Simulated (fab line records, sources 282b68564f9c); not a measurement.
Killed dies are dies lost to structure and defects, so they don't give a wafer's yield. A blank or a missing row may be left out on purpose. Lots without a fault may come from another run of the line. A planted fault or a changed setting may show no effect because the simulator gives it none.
fab line records | flow rit_cmos
record lots=14 wafers=42 last_day=8
route steps=202 shown GATE@85 CONTACT@176 M1@196
lots that met no fault: from a run of the same line without faults
start_h: hours from the record's first day to the start of the lot's first wafer shown | wait_h: hours since the lot's step before | " the same as in the row above | L1.1+2: a row that stands for several wafers | - no value, or no start given | * or withheld: withheld | < > ~ a bound
route shown NAME@n: a module of which the file shows steps, and the number in the route of the first | usual: mean/standard deviation of fault-free wafers | same: alike in all rows | chamber/n: place in a boat | sites: the reading at each site | _std_site: their standard deviation | _edge_site: outer sites' mean less inner sites' | radius_mm: how far each site lies from the wafer's centre | mask NAME#n: copy n | behind: the tool/chamber that last shaped the wafer | hold: why the lot was held/for how many hours/how that ended | device: the transistor (n, p or np) that didn't switch | end of line: the same wafers' tests at the end of the route | a step without rows: its recipe alone | killed: dies lost to structure and defects at the first sort, not the wafer's yield | map: a wafer's dies, x killed, . not, _ none there
set.NAME: the setting as run; set.NAME@STEP: as run at that earlier step | model.NAME: the simulator's own value behind a step, which no gauge read
steps of the route over a sample of lots; a table a step, a row a wafer
services: from which hour (start_h, from the record's first day; less than 0 if before it) a tool's chamber was out of use, for how many hours, and why
## steps
# step RIT_GATE_THK_MEAS_09
# recipe reads=poly-Si_of_GATE_CVD_08
# usual GATE_POLY_THK=250.0/2.5
# columns lot.wafer tool chamber start_h wait_h GATE_POLY_THK[nm]
L184.2 film_metro-02 - 43.59 0.0 253.0
L184.4 " - " " 251.7
L184.6 " - " " 251.7
L185.1 film_metro-01 - 47.29 0.0 255.3
L185.5 " - " " 252.4
L185.6 " - " " 253.2
L186.2 film_metro-02 - 52.35 0.0 252.5
L186.3 " - " " 251.6
L186.6 " - " " 249.9
L187.1 film_metro-04 - 61.76 0.0 253.2
L187.2 " - " " 251.9
L187.6 " - " " 251.2
L188.2 film_metro-02 - 63.38 0.0 250.5
L188.5 " - " " 250.6
L188.6 " - " " 251.0
L189.1 film_metro-04 - 66.82 0.0 245.3
L189.3 " - " " 246.0
L189.6 " - " " 245.6
L190.1 film_metro-04 - 73.22 0.0 249.9
L190.4 " - " " 247.3
L190.5 " - " " 250.2
L191.3 film_metro-02 - 80.14 0.1 249.7
L191.4 " - " " 247.7
L191.5 " - " " 248.6
L192.1 film_metro-02 - 86.14 0.0 252.7
L192.2 " - " " 252.8
L192.4 " - " " 250.3
L198.3 film_metro-04 - 121.67 0.0 249.6
L198.4 " - " " 249.4
L198.5 " - " " 249.8
L201.1 film_metro-04 - 127.98 0.0 250.7
L201.3 " - " " 250.6
L201.5 " - " " 249.5
L200.3 film_metro-04 - 136.23 0.0 249.6
L200.4 " - " " 250.0
L200.6 " - " " 249.5
L205.1 film_metro-01 - 154.90 0.0 248.1
L205.3 " - " " 247.5
L205.6 " - " " 247.5
L206.3 film_metro-04 - 157.95 0.0 249.4
L206.4 " - " " 250.6
L206.6 " - " " 252.9
# step RIT_CONTACT_CD_MEAS_08
# recipe target_cd_nm=1000
# usual cd_nm=1000.3/1.9
# columns lot.wafer tool chamber start_h wait_h cd_nm
L184.2 cd_sem-01 - 59.44 - 999.2
L184.4 " - " " 1000.4
L184.6 " - " " 1001.6
L185.1 cd_sem-02 - 63.36 - 999.8
L185.5 " - " " 999.2
L185.6 " - " " 999.8
L186.2 cd_sem-01 - 69.25 - 999.5
L186.3 " - " " 998.6
L186.6 " - " " 995.9
L187.1 cd_sem-01 - 78.94 - 999.5
L187.2 " - " " 1000.5
L187.6 " - " " 1000.3
L188.2 cd_sem-02 - 80.80 - 997.8
L188.5 " - " " 995.7
L188.6 " - " " 999.0
L189.1 cd_sem-02 - 82.78 - 999.6
L189.3 " - " " 998.6
L189.6 " - " " 999.1
L190.1 cd_sem-02 - 89.35 - 1000.1
L190.4 " - " " 997.1
L190.5 " - " " 1001.2
L191.3 cd_sem-02 - 96.77 - 1002.3
L191.4 " - " " 1001.3
L191.5 " - " " 999.3
L192.1 cd_sem-02 - 101.92 - 1000.0
L192.2 " - " " 999.7
L192.4 " - " " 1001.4
L198.3 cd_sem-01 - 138.83 - 999.0
L198.4 " - " " 1000.2
L198.5 " - " " 1000.1
L201.1 cd_sem-01 - 145.11 - 998.0
L201.3 " - " " 999.0
L201.5 " - " " 999.1
L200.3 cd_sem-02 - 152.05 - 1002.5
L200.4 " - " " 1001.5
L200.6 " - " " 1002.1
L205.1 cd_sem-02 - 172.91 - 1000.4
L205.3 " - " " 999.4
L205.6 " - " " 1000.9
L206.3 cd_sem-02 - 175.15 - 1002.1
L206.4 " - " " 1001.6
L206.6 " - " " 1002.0
# step RIT_CONTACT_CD_MEAS_90
# recipe target_cd_nm=1000
# usual cd_nm=1000.2/1.9
# columns lot.wafer tool chamber start_h wait_h cd_nm
L184.2 cd_sem-02 - 60.11 0.1 999.0
L184.4 " - " " 999.7
L184.6 " - " " 1001.8
L185.1 cd_sem-02 - 64.03 0.1 999.7
L185.5 " - " " 999.4
L185.6 " - " " 998.9
L186.2 cd_sem-01 - 69.93 0.1 999.4
L186.3 " - " " 998.2
L186.6 " - " " 996.0
L187.1 cd_sem-01 - 79.72 0.1 1000.2
L187.2 " - " " 1000.2
L187.6 " - " " 999.2
L188.2 cd_sem-02 - 81.47 0.1 997.3
L188.5 " - " " 995.9
L188.6 " - " " 998.8
L189.1 cd_sem-02 - 83.45 0.1 999.2
L189.3 " - " " 998.2
L189.6 " - " " 999.2
L190.1 cd_sem-01 - 90.03 0.1 999.1
L190.4 " - " " 997.1
L190.5 " - " " 1001.1
L191.3 cd_sem-01 - 97.45 0.1 1002.2
L191.4 " - " " 1001.5
L191.5 " - " " 999.6
L192.1 cd_sem-01 - 102.59 0.1 999.4
L192.2 " - " " 999.9
L192.4 " - " " 1001.4
L198.3 cd_sem-01 - 139.62 0.1 999.0
L198.4 " - " " 999.9
L198.5 " - " " 1000.0
L201.1 cd_sem-02 - 145.78 0.1 998.4
L201.3 " - " " 998.9
L201.5 " - " " 999.4
L200.3 cd_sem-02 - 152.72 0.1 1002.6
L200.4 " - " " 1002.1
L200.6 " - " " 1002.0
L205.1 cd_sem-01 - 173.58 0.1 1000.1
L205.3 " - " " 999.9
L205.6 " - " " 1001.0
L206.3 cd_sem-02 - 175.83 0.1 1002.0
L206.4 " - " " 1001.0
L206.6 " - " " 1002.4
# step RIT_M1_METAL_ETCH_12
# recipe stop_on=SiO2 chemistry=Cl2/BCl3 target=Al time_s=165 over_etch_frac=0.5 pressure_mtorr=100 target_depth_a=6000 rf_w=250 Cl2_flow_sccm=60 bcl3_flow_sccm=50
# usual drypump_motor_current_A=5.47/0.27 oes_product_au=0.780/0.016 run_length_s=193.5/0.88 throttle_valve_pct=8.35/0.11
# columns lot.wafer tool chamber start_h wait_h drypump_motor_current_A oes_product_au rf_hours_counter_h run_length_s throttle_valve_pct
L184.2 rie_metal-04 1 62.32 0.2 5.10 0.790 1 192.7 8.51
L184.4 " 1 " " 5.10 0.773 - 192.4 8.49
L184.6 " 0 " " 5.79 0.793 - 193.3 8.36
L185.1 rie_metal-02 0 66.31 0.2 5.44 0.769 4 193.5 8.20
L185.5 " 0 " " 5.46 0.768 - 193.3 8.19
L185.6 " 1 " " 5.55 0.791 - 193.6 8.24
L186.2 rie_metal-01 0 72.14 0.2 5.84 0.760 38 193.5 8.50
L186.3 " 1 " " 5.16 0.800 - 193.3 8.35
L186.6 " 0 " " 5.84 0.754 - 193.2 8.52
L187.1 rie_metal-04 1 82.15 0.2 5.09 0.776 1 192.6 8.48
L187.2 " 0 " " 5.77 0.788 1 194.0 8.36
L187.6 " 0 " " 5.76 0.797 - 193.7 8.36
L188.2 rie_metal-02 0 83.68 0.2 5.46 0.761 4 193.7 8.21
L188.5 " 1 " " 5.53 0.786 - 193.0 8.28
L188.6 " 0 " " 5.46 0.765 - 193.4 8.19
L189.1 rie_metal-01 0 85.81 0.2 5.82 0.757 38 193.4 8.53
L189.3 " 0 " " 5.81 0.760 - 193.7 8.51
L189.6 " 0 " " 5.84 0.754 - 193.5 8.53
L190.1 rie_metal-04 0 92.38 0.2 5.77 0.794 1 193.4 8.36
L190.4 " 1 " " 5.11 0.784 - 192.8 8.49
L190.5 " 1 " " 5.11 0.780 - 193.0 8.48
L191.3 rie_metal-02 0 100.06 0.2 5.46 0.767 - 193.1 8.20
L191.4 " 1 " " 5.53 0.790 - 192.9 8.27
L191.5 " 0 " " 5.48 0.763 - 193.4 8.19
L192.1 rie_metal-01 0 105.50 0.2 5.82 0.750 39 193.5 8.50
L192.2 " 1 " " 5.15 0.801 36 193.6 8.35
L192.4 " 1 " " 5.15 0.801 - 193.5 8.35
L198.3 rie_metal-04 0 142.06 0.2 5.78 0.886 - 176.6 8.36
L198.4 " 1 " " 5.09 0.873 - 175.9 8.47
L198.5 " 0 " " 5.79 0.893 - 176.6 8.34
L201.1 rie_metal-04 1 148.14 0.2 5.10 0.876 2 175.9 8.48
L201.3 " 0 " " 5.77 0.906 - 177.5 8.33
L201.5 " 1 " " 5.11 0.879 - 175.8 8.46
L200.3 rie_metal-02 1 155.00 0.2 5.54 0.767 - 196.4 8.26
L200.4 " 0 " " 5.45 0.755 - 196.1 8.20
L200.6 " 1 " " 5.52 0.770 - 196.2 8.25
L205.1 rie_metal-01 0 176.42 0.2 5.79 0.789 0 193.3 8.52
L205.3 " 1 " " 5.14 0.785 - 193.8 8.35
L205.6 " 1 " " 5.14 0.777 - 193.7 8.33
L206.3 rie_metal-02 0 178.21 0.2 5.47 0.774 - 193.3 8.20
L206.4 " 1 " " 5.52 0.796 - 192.8 8.26
L206.6 " 0 " " 5.46 0.769 - 193.2 8.19
# step RIT_M1_PROBE_99
# usual defect_limited_yield=97.4/1.2 killed_at_M0_to_M3=0.0/0.083 killed_at_contacts=0.1/0.23 killed_at_front_end=7/3.1 killed_dies=7/3.1 killed_open=3.3/2 killed_short=3.6/1.9 sort_bin_3_pad_short=0.1/0.23 sort_bin_5_function=1.5/0.81 sort_bin_6_memory=1.0/0.63 sort_n_pass=257/3.1 sort_yield_pct=97.4/1.2
# same gross_dies=264 killed_at_M4_up=0 killed_at_back_side=0 killed_at_other=0
# columns lot.wafer tool chamber start_h wait_h defect_limited_yield[%] killed_at_M0_to_M3 killed_at_contacts killed_at_front_end killed_dies killed_open killed_short sort_bin_3_pad_short[%] sort_bin_5_function[%] sort_bin_6_memory[%] sort_n_pass sort_yield_pct[%]
L184.2 prober-01 - 64.63 0.1 97.3 0 0 7 7 4 3 0.4 0.8 1.5 257 97.3
L184.4 prober-01 - 64.73 0.2 97.3 0 0 7 7 3 4 0 0.8 1.9 257 97.3
L184.6 prober-01 - 64.83 0.2 97.3 0 1 6 7 5 2 0.4 1.5 0.8 257 97.3
L185.1 prober-02 - 68.56 0.1 96.6 0 0 9 9 4 5 0.4 1.1 1.9 255 96.6
L185.5 prober-02 - 68.76 0.2 97.0 1 0 7 8 0 8 0.4 1.5 1.1 256 97.0
L185.6 prober-02 - 68.81 0.2 97.0 0 0 8 8 4 4 0 2.7 0.4 256 97.0
L186.2 prober-01 - 74.46 0.1 97.7 0 0 6 6 2 4 0 1.1 1.1 258 97.7
L186.3 prober-01 - 74.51 0.2 96.2 0 0 10 10 4 6 0.4 1.5 1.9 254 96.2
L186.6 prober-01 - 74.66 0.2 96.6 0 0 9 9 6 3 0 1.9 1.5 255 96.6
L187.1 prober-02 - 84.52 0.1 96.6 0 0 9 9 5 4 0.4 2.3 0.8 255 96.6
L187.2 prober-02 - 84.57 0.1 98.1 0 0 5 5 2 3 0.8 0.4 0.8 259 98.1
L187.6 prober-02 - 84.77 0.2 97.0 0 0 8 8 3 5 0 2.3 0.8 256 97.0
L188.2 prober-01 - 85.99 0.1 97.3 0 1 6 7 2 5 0 1.5 1.1 257 97.3
L188.5 prober-01 - 86.14 0.2 96.6 0 0 9 9 3 6 0 1.9 1.5 255 96.6
L188.6 prober-01 - 86.19 0.2 98.5 0 0 4 4 1 3 0 0.8 0.8 260 98.5
L189.1 prober-02 - 88.06 0.1 98.1 0 0 5 5 3 2 0 1.5 0.4 259 98.1
L189.3 prober-02 - 88.16 0.2 97.7 0 0 6 6 3 3 0 0.8 1.5 258 97.7
L189.6 prober-02 - 88.31 0.2 96.6 0 0 9 9 4 5 0 1.5 1.9 255 96.6
L190.1 prober-01 - 94.63 0.1 97.0 0 0 8 8 4 4 0 1.5 1.5 256 97.0
L190.4 prober-01 - 94.78 0.2 97.3 0 0 7 7 3 4 0.4 1.5 0.8 257 97.3
L190.5 prober-01 - 94.83 0.2 93.9 0 0 16 16 5 11 0.4 3.4 2.3 248 93.9
L191.3 prober-02 - 102.36 0.2 99.2 0 0 2 2 0 2 0 0.8 0 262 99.2
L191.4 prober-02 - 102.41 0.2 97.3 0 0 7 7 3 4 0 1.5 1.1 257 97.3
L191.5 prober-02 - 102.46 0.2 96.2 0 0 10 10 5 5 0 2.3 1.5 254 96.2
L192.1 prober-01 - 107.99 0.1 99.2 0 0 2 2 1 1 0.4 0.4 0 262 99.2
L192.2 prober-01 - 108.04 0.1 97.3 0 0 7 7 2 5 0 1.5 1.1 257 97.3
L192.4 prober-01 - 108.14 0.2 98.1 0 0 5 5 2 3 0 1.5 0.4 259 98.1
L198.3 prober-01 - 144.35 0.2 98.5 0 0 4 4 2 2 0 1.5 0 260 98.5
L198.4 prober-01 - 144.40 0.2 97.7 0 0 6 6 3 3 0 0.8 1.5 258 97.7
L198.5 prober-01 - 144.45 0.2 98.9 0 0 3 3 0 3 0 0.8 0.4 261 98.9
L201.1 prober-01 - 150.40 0.1 97.0 0 0 8 8 5 3 0 1.5 1.5 256 97.0
L201.3 prober-01 - 150.50 0.2 99.2 0 0 2 2 1 1 0 0.4 0.4 262 99.2
L201.5 prober-01 - 150.60 0.2 98.1 0 0 5 5 2 3 0 1.5 0.4 259 98.1
L200.3 prober-02 - 157.34 0.2 98.1 0 1 4 5 3 2 0 1.1 0.8 259 98.1
L200.4 prober-02 - 157.39 0.2 97.3 0 0 7 7 3 4 0.4 0.8 1.5 257 97.3
L200.6 prober-02 - 157.49 0.2 96.2 0 0 10 10 6 4 0.4 3.0 0.4 254 96.2
L205.1 prober-01 - 178.67 0.1 97.0 0 1 7 8 6 2 0 2.7 0.4 256 97.0
L205.3 prober-01 - 178.77 0.2 97.3 0 0 7 7 1 6 0.4 0.8 1.5 257 97.3
L205.6 prober-01 - 178.92 0.2 98.5 0 0 4 4 2 2 0 0.8 0.8 260 98.5
L206.3 prober-02 - 180.51 0.2 98.9 0 0 3 3 1 2 0 1.1 0 261 98.9
L206.4 prober-02 - 180.56 0.2 98.9 0 0 3 3 1 2 0 0.8 0.4 261 98.9
L206.6 prober-02 - 180.66 0.2 98.1 0 0 5 5 2 3 0 1.5 0.4 259 98.1
# killed by level:class
L184.2 GATE:geometric_particle:short=3 GATE:geometric_particle:open=3 SPACER:geometric_particle:open=1
L184.4 GATE:geometric_particle:short=2 SILICIDE:geometric_particle:short=2 FOX1:geometric_particle:open=1 REOX:geometric_particle:open=1 SILICIDE:geometric_particle:open=1
L184.6 GATE:geometric_particle:open=2 FOX2:geometric_particle:open=1 GATE:geometric_particle:short=1 SPACER:geometric_particle:open=1 SILICIDE:geometric_particle:open=1 CONTACT:geometric_particle:short=1
L185.1 GATE:geometric_particle:short=4 GATE:geometric_particle:open=2 FOX2:geometric_particle:open=1 REOX:geometric_particle:short=1 SPACER:geometric_particle:open=1
L185.5 GATE:geometric_particle:short=3 FOX1:geometric_particle:short=1 REOX:geometric_particle:short=1 SPACER:geometric_particle:short=1 SILICIDE:geometric_particle:short=1 M1:geometric_particle:short=1
L185.6 FOX1:geometric_particle:short=2 FOX1:geometric_particle:open=1 GATE:geometric_particle:short=1 REOX:geometric_particle:open=1 SPACER:geometric_particle:open=1 SILICIDE:geometric_particle:short=1 SILICIDE:geometric_particle:open=1
L186.2 ACTIVE:geometric_particle:short=1 FOX1:geometric_particle:short=1 GATE:geometric_particle:short=1 GATE:geometric_particle:open=1 SILICIDE:geometric_particle:short=1 SILICIDE:geometric_particle:open=1
L186.3 GATE:geometric_particle:short=4 GATE:geometric_particle:open=3 FOX1:geometric_particle:open=1 FOX2:geometric_particle:short=1 REOX:geometric_particle:short=1
L186.6 GATE:geometric_particle:open=4 GATE:geometric_particle:short=2 FOX1:geometric_particle:open=1 FOX2:geometric_particle:short=1 SILICIDE:geometric_particle:open=1
L187.1 GATE:geometric_particle:open=3 FOX1:geometric_particle:open=2 FOX1:geometric_particle:short=1 GATE:geometric_particle:short=1 REOX:geometric_particle:short=1 SPACER:geometric_particle:short=1
L187.2 FOX1:geometric_particle:short=1 FOX2:geometric_particle:open=1 GATE:geometric_particle:short=1 REOX:geometric_particle:short=1 SILICIDE:geometric_particle:open=1
L187.6 GATE:geometric_particle:short=3 FOX1:geometric_particle:open=1 FOX2:geometric_particle:open=1 FOX2:geometric_particle:short=1 SPACER:geometric_particle:open=1 SPACER:geometric_particle:short=1
L188.2 ACTIVE:geometric_particle:short=1 FOX1:geometric_particle:short=1 FOX2:geometric_particle:short=1 REOX:geometric_particle:short=1 SPACER:geometric_particle:open=1 SILICIDE:geometric_particle:short=1 CONTACT:geometric_particle:open=1
L188.5 FOX2:geometric_particle:short=2 SILICIDE:geometric_particle:short=2 FOX1:geometric_particle:open=1 FOX1:geometric_particle:short=1 GATE:geometric_particle:open=1 REOX:geometric_particle:short=1 REOX:geometric_particle:open=1
L188.6 GATE:geometric_particle:short=2 FOX1:geometric_particle:short=1 SILICIDE:geometric_particle:open=1
L189.1 ACTIVE:geometric_particle:short=1 GATE:geometric_particle:open=1 REOX:geometric_particle:open=1 SPACER:geometric_particle:short=1 SPACER:geometric_particle:open=1
L189.3 GATE:geometric_particle:short=3 SPACER:geometric_particle:open=2 SILICIDE:geometric_particle:open=1
L189.6 GATE:geometric_particle:open=3 FOX1:geometric_particle:short=1 GATE:geometric_particle:short=1 REOX:geometric_particle:short=1 SPACER:geometric_particle:short=1 SPACER:geometric_particle:open=1 SILICIDE:geometric_particle:short=1
L190.1 FOX2:geometric_particle:open=2 FOX1:geometric_particle:short=1 GATE:geometric_particle:short=1 GATE:geometric_particle:open=1 REOX:geometric_particle:short=1 SPACER:geometric_particle:short=1 SPACER:geometric_particle:open=1
L190.4 GATE:geometric_particle:short=2 FOX2:geometric_particle:short=1 GATE:geometric_particle:open=1 REOX:geometric_particle:short=1 REOX:geometric_particle:open=1 SPACER:geometric_particle:open=1
L190.5 GATE:geometric_particle:short=6 GATE:geometric_particle:open=3 REOX:geometric_particle:short=3 REOX:geometric_particle:open=1 SPACER:geometric_particle:open=1 SPACER:geometric_particle:short=1 SILICIDE:geometric_particle:short=1
L191.3 SPACER:geometric_particle:short=2
L191.4 FOX1:geometric_particle:short=3 FOX1:geometric_particle:open=1 REOX:geometric_particle:open=1 REOX:geometric_particle:short=1 SPACER:geometric_particle:open=1
L191.5 GATE:geometric_particle:open=2 SILICIDE:geometric_particle:open=2 SILICIDE:geometric_particle:short=2 FOX1:geometric_particle:short=1 FOX2:geometric_particle:open=1 GATE:geometric_particle:short=1 REOX:geometric_particle:short=1
L192.1 SPACER:geometric_particle:open=1 SPACER:geometric_particle:short=1
L192.2 GATE:geometric_particle:short=2 REOX:geometric_particle:open=2 FOX1:geometric_particle:short=1 FOX2:geometric_particle:short=1 SPACER:geometric_particle:short=1
L192.4 FOX1:geometric_particle:open=1 GATE:geometric_particle:short=1 GATE:geometric_particle:open=1 REOX:geometric_particle:short=1 SILICIDE:geometric_particle:short=1
L198.3 GATE:geometric_particle:open=2 SPACER:geometric_particle:short=2
L198.4 GATE:geometric_particle:open=3 GATE:geometric_particle:short=2 FOX1:geometric_particle:short=1
L198.5 FOX2:geometric_particle:short=1 GATE:geometric_particle:short=1 SPACER:geometric_particle:short=1
L201.1 GATE:geometric_particle:open=2 REOX:geometric_particle:short=2 SPACER:geometric_particle:open=2 REOX:geometric_particle:open=1 SPACER:geometric_particle:short=1
L201.3 GATE:geometric_particle:open=1 GATE:geometric_particle:short=1
L201.5 REOX:geometric_particle:short=2 REOX:geometric_particle:open=2 GATE:geometric_particle:short=1
L200.3 GATE:geometric_particle:short=2 GATE:geometric_particle:open=1 SPACER:geometric_particle:open=1 CONTACT:geometric_particle:open=1
L200.4 FOX1:geometric_particle:open=2 GATE:geometric_particle:short=2 SPACER:geometric_particle:open=1 SPACER:geometric_particle:short=1 SILICIDE:geometric_particle:short=1
L200.6 FOX1:geometric_particle:open=2 REOX:geometric_particle:open=2 REOX:geometric_particle:short=2 SPACER:geometric_particle:open=2 FOX1:geometric_particle:short=1 SILICIDE:geometric_particle:short=1
L205.1 GATE:geometric_particle:short=2 GATE:geometric_particle:open=2 FOX1:geometric_particle:open=1 REOX:geometric_particle:open=1 SPACER:geometric_particle:open=1 CONTACT:geometric_particle:open=1
L205.3 FOX1:geometric_particle:short=2 GATE:geometric_particle:short=2 REOX:geometric_particle:short=2 FOX1:geometric_particle:open=1
L205.6 FOX1:geometric_particle:open=1 FOX1:geometric_particle:short=1 GATE:geometric_particle:short=1 SPACER:geometric_particle:open=1
L206.3 FOX2:geometric_particle:open=1 GATE:geometric_particle:short=1 SILICIDE:geometric_particle:short=1
L206.4 GATE:geometric_particle:short=2 GATE:geometric_particle:open=1
L206.6 FOX1:geometric_particle:short=1 FOX2:geometric_particle:open=1 GATE:geometric_particle:open=1 SPACER:geometric_particle:short=1 SILICIDE:geometric_particle:short=1
## services
# columns tool chamber start_h hours kind
rie_metal-01 - 70.99 0.9 repair
rie_metal-01 - 78.40 0.8 repair
rie_metal-02 - 108.74 0.7 repair
rie_metal-01 - 136.12 20.0 pm
rie_metal-01 0 136.12 20.0 vent_cycle
rie_metal-01 1 136.12 20.0 vent_cycle
rie_metal-01 0 156.12 - clean
rie_metal-01 1 156.12 - clean
rie_metal-04 - 161.57 0.1 repair
## key
first_sign step=RIT_M1_METAL_ETCH_12 reading=run_length_s direction=down sigmas=19 usual=* struck=*
effect step=RIT_M1_METAL_ETCH_12 reading=oes_product_au direction=up sigmas=6.6 usual=0.780 struck=0.886
met_at RIT_M1_METAL_ETCH_12
struck_lots L198,L201
not_acting_at RIT_GATE_THK_MEAS_09,RIT_CONTACT_CD_MEAS_08,RIT_CONTACT_CD_MEAS_90
onset_between 92.38 142.06
fault kind=process_parameter_drift tool=rie_metal-04 chamber=- onset_h=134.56 steps=RIT_M1_METAL_ETCH_12 channel=time_s offset=* shape=step end_h=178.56 stated=*
